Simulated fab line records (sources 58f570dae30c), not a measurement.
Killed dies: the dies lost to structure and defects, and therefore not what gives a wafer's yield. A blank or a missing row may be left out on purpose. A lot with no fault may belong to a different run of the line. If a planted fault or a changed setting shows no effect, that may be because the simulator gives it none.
Split-lot experiment    flow berkeley_cmos170    27 wafers read from 5 lots, route of 331 steps

ABOUT THE SPLIT
At UCB170_V2_ETCH_14 (etches SiO2 in CHF3/CF4/Ar, stops on Al, target depth 1250 nm, time 291 s), the setting time_s was moved away from the recipe's 291 s on 9 of the 27 wafers read, by +39.6% to +52.3%. The other wafers ran this setting at the recipe's value.

The reading comes from the split's own step.

THE READING
V2.feature_depth_nm (the simulator's own value, which no gauge read), in nm, at UCB170_V2_ETCH_14 (etches SiO2 in CHF3/CF4/Ar, stops on Al, target depth 1250 nm, time 291 s). The file does not state a usual value for it. The 18 wafers here that ran the recipe average 978.3 nm, standard deviation 0.9 nm.

wafer   tool, chamber at the split  time_s as run, s  against the recipe  V2.feature_depth_nm, nm  against lot-mates on the recipe
L079.1  rie_diel-02, 0              291               recipe              978.2                    -
L079.2  rie_diel-02, 3              291               recipe              980.1                    -
L079.3  rie_diel-02, 2              443.2             +52.3%              996.8                    +17.7
L079.4  rie_diel-02, 1              291               recipe              979                      -
L079.5  rie_diel-02, 1              443.2             +52.3%              993.9                    +14.8
L079.6  rie_diel-02, 2              443.2             +52.3%              996.4                    +17.3
L078.1  rie_diel-04, 3              429.5             +47.6%              992.5                    +14.9
L078.2  rie_diel-04, 0              429.5             +47.6%              991.2                    +13.6
L078.3  rie_diel-04, 1              291               recipe              977.9                    -
L078.4  rie_diel-04, 2              291               recipe              976.8                    -
L078.5  rie_diel-04, 0              291               recipe              978.2                    -
L078.6  rie_diel-04, 3              429.5             +47.6%              991.9                    +14.3
L077.1  rie_diel-02, 3              291               recipe              977.7                    -
L077.2  rie_diel-02, 2              291               recipe              979.1                    -
L077.3  rie_diel-02, 1              406.3             +39.6%              988.5                    +10.6
L077.4  rie_diel-02, 0              291               recipe              976.8                    -
L077.5  rie_diel-02, 0              406.3             +39.6%              991                      +13.1
L077.6  rie_diel-02, 1              406.3             +39.6%              986.8                    +8.9
L084.1  rie_diel-02, 3              291               recipe              978.4                    -
L084.2  rie_diel-02, 2              291               recipe              980.2                    -
L084.3  rie_diel-02, 1              291               recipe              978.9                    -
L084.4  rie_diel-02, 0              291               recipe              977.7                    -
L084.5  rie_diel-02, 0              291               recipe              977.6                    -
L084.6  rie_diel-02, 3              291               recipe              978.4                    -
L083.4  rie_diel-04, 0              291               recipe              977.9                    -
L083.5  rie_diel-04, 2              291               recipe              978.7                    -
L083.6  rie_diel-04, 1              291               recipe              978.2                    -

FIT RESULTS
A straight line over all 27 wafers: V2.feature_depth_nm changes by +0.301 nm for each +1% of time_s; r = +0.98; the points scatter about the line by 1.4 nm.
The same after taking each lot's own level away (the mean of its wafers on the recipe; 27 wafers): +0.302 nm for each +1%; r = +0.99; scatter 1.1 nm.
That fit puts the effect of the largest move of time_s on the reading at 16 nm.
From 977.63 to 979.10 nm: that is the span of the lots' own levels, equal to 1.6 times the standard deviation above.
So the lot-to-lot level changes the slope little: the two slopes agree.
Check: +15.4 nm against its lot-mates is what the line predicts for one of the wafers moved furthest among these (+52.3%) when that wafer is left out of the fit. Against them it came out at +17.7 nm.

ADDITIONAL SPLITS CARRIED BY THESE WAFERS
These wafers also went through other splits before the reading. Each is held against what the fit with the lots' levels taken away leaves over:
other split on the same wafers  wafers away from the commonest value  r with V2.feature_depth_nm (lot level and that fit taken away)
UCB170_M1_SPUTTER_00 time_s     12                                    -0.19

THE WHOLE CHAIN: every reading that the file lists as answering this split, in the file's order
step                what it does                                                               reading                                                                    change (the file's fit)                r (the file's)
UCB170_V2_ETCH_14   etches SiO2 in CHF3/CF4/Ar, stops on Al, target depth 1250 nm, time 291 s  KrF_of_V2_COAT_07.thk_nm (the simulator's own value, which no gauge read)  -2.79 nm for each +1% of the setting   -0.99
UCB170_V2_ETCH_14   etches SiO2 in CHF3/CF4/Ar, stops on Al, target depth 1250 nm, time 291 s  V2.feature_depth_nm (the simulator's own value, which no gauge read)       +0.301 nm for each +1% of the setting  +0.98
UCB170_V2_STRIP_15  strips in O2                                                               strip_time_to_endpoint_s                                                   withheld for each +1% of the setting   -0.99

THE FILE'S OWN FIT
V2.feature_depth_nm changes by +0.301 nm for each +1% of time_s, r = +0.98.
